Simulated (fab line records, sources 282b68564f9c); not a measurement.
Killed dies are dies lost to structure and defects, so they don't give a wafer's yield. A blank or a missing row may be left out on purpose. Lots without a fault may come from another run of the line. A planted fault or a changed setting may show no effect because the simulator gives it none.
Which tool did it? | flow rit_cmos | 7 lots, 21 wafers sampled, at 2 steps of a route of 202

WHAT THE GAUGES READ, wafer by wafer
RIT_NWELL_OVL_MEAS_06.
lot  | measured    | on         | NWELL_OVL (nm)
L619 | day 2 07:00 | overlay-01 | 4.0 3.5 2.5
L621 | day 2 16:20 | overlay-02 | 4.4 4.5 3.2
L628 | day 4 03:19 | overlay-02 | -0.1 2.5 2.9
L630 | day 4 13:16 | overlay-01 | -177.0 -178.9 -177.4
L634 | day 5 09:40 | overlay-02 | 2.4 1.5 0.8
L637 | day 6 02:53 | overlay-01 | 0.1 -0.5 1.1
L640 | day 6 17:38 | overlay-02 | 2.9 2.2 2.0

WHICH TOOL RAN EACH LOT (tool, then ch and the chambers of the sampled wafers, then the start)
lot  | RIT_NWELL_EXPOSE_03
L619 | iline_stepper-01 ch 0, day 2 06:34
L621 | iline_stepper-02 ch 0, day 2 15:55
L628 | iline_stepper-01 ch 0, day 4 02:53
L630 | iline_stepper-02 ch 0, day 4 12:51
L634 | iline_stepper-01 ch 0, day 5 09:14
L637 | iline_stepper-01 ch 0, day 6 02:29
L640 | iline_stepper-01 ch 0, day 6 17:13
- RIT_NWELL_EXPOSE_03: exposes mask M2, target cd 43900 nm.

THE ANSWER, worked out from the rows above alone
Rule: what is usual is taken from the lots themselves. Put in order of their means at a reading, lots are off if they are a third of the lots or fewer, leave a main group of 4 or more, and stand apart from it by a gap of 3 or more times the standard deviation of the main group's means; of several such gaps the widest counts. A main group whose means are all the same, to the digits that the tables above print for the reading, isn't used. A lot without any number at a reading at which 4 lots or more have one is off too. The other lots that the step has rows for count as sound.
Off: L630, at RIT_NWELL_OVL_MEAS_06 (NWELL_OVL). The main group: mean 2.2 nm, standard deviation 1.2.
A tool fits if, at a process step before that reading, it ran every lot that is off, and no sound lot after the first of them. The gauges at RIT_NWELL_OVL_MEAS_06 are tried like those tools. One fits: iline_stepper-02 at RIT_NWELL_EXPOSE_03. Its last sound lot is L621 (day 2 15:55), its first lot that is off L630 (day 4 12:51): a fault that began between those two fits.

WHAT THE SIMULATOR HAD PUT IN
Scanner matching overlay: iline_stepper-02, from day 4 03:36 on, at RIT_NWELL_EXPOSE_03. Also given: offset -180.
Lots struck among those shown: L630. The rule above found the same.
